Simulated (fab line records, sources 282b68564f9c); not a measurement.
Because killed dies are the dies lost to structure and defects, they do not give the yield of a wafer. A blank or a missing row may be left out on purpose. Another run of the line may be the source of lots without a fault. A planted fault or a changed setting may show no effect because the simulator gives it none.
8D (eight disciplines) problem report, filled in by code    flow rit-cmos    the parts of the form that need people (team, actions taken, sign-off) are left out

1. WHAT WENT WRONG
Mean NSD_RS at RIT_SDANNEAL_RS_MEAS_05: 89.3 ohm/sq over 6 wafers in 2 lots; fault-free wafers: 84.5 ohm/sq, standard deviation 0.32. Measured from the usual mean, that is +15 standard deviations.
The step: measures by four-point-probe.
Earliest sighting: wafer L780.1 on film-metro-02 at day 6 05:47. At this step, 42 wafers from 14 lots have a number in the record. Rule for "out" (also "out of limits"): further than 4 standard deviations from the usual mean. The rest of the wafers with a number are treated as sound.

2. WHAT IT IS, WHAT IT ISN'T
question                     is                      is not
which readings at this step  NSD_RS                  -
which lots                   L780, L784              L766, L767, L768, L769, L770, L771, L772, L773, L774, L776, L779, L781
which wafers of those lots   all that have a number  -
read on which gauges         film-metro-02           film-metro-01, film-metro-04
when                         from day 6 05:47        up to then (33 sound wafers); but 3 sound wafers of L781 came after

3. WHAT RULES OUT EACH SUSPECT
Counting: a tool at any process step up to the reading remains a suspect when it ran all the lots that are out and ran no sound lot after the first of those.
- the gauge at RIT_SDANNEAL_RS_MEAS_05 has been ruled out. All the wafers that are out were read on film-metro-02, but those of them that RIT_NSD_IMPLANT_08 has rows for are out there too, on other tools.
- implanter-01 at RIT_NSD_IMPLANT_08: kept. It ran every lot that is out, first L780 (day 6 03:17), and no sound lot after that; its last sound lot up to then is L779 (day 6 01:53). On those wafers its own readings are out: dose-ions-cm2.
Remaining after the count: implanter-01 at RIT_NSD_IMPLANT_08.

4. THE CAUSE (what the simulator had put in)
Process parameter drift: implanter-01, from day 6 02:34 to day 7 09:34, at RIT_NSD_IMPLANT_08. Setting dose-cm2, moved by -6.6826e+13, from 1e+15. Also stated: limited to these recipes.
Only this tool survived the counting.

5. THE CHAIN OF EFFECTS, in route order
Rows list readings where the struck wafers' mean (over those with a number) sits beyond 3 standard deviations from the usual. Only readings for which the record gives a usual standard deviation are gone through. hours: the time from each lot's start at the first step in this table that gives one to its start at this step, as a median over the lots. sigmas: the change in usual standard deviations.
hours  step                     reading             usual        on struck wafers  change      sigmas
0      RIT_NSD_IMPLANT_08       dose-ions-cm2       9.998e+14    9.329e+14         -6.690e+13  -56
0      RIT_NSD_IMPLANT_08       faraday-current-uA  3132         2926              -206        -3.4
2      RIT_SDANNEAL_RS_MEAS_05  NSD_RS              84.5 ohm/sq  89.3              +4.8        +15
It contains these process steps:
- RIT_NSD_IMPLANT_08

6. WHAT WOULD HAVE CAUGHT IT SOONER
3 hours passed between the start of the fault at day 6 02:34 and the first reading out of limits at a measuring or inspecting step in this record, taken at day 6 05:47.
At RIT_NSD_IMPLANT_08, the tool's own readings (dose-ions-cm2) were out on each struck wafer the step has a row for, so an alarm limit on them would have fired on the first such wafer.
Of the lots that are out (2), L784 began RIT_NSD_IMPLANT_08 on implanter-01 after day 6 05:47. Putting the tool on hold at that point would have spared it.
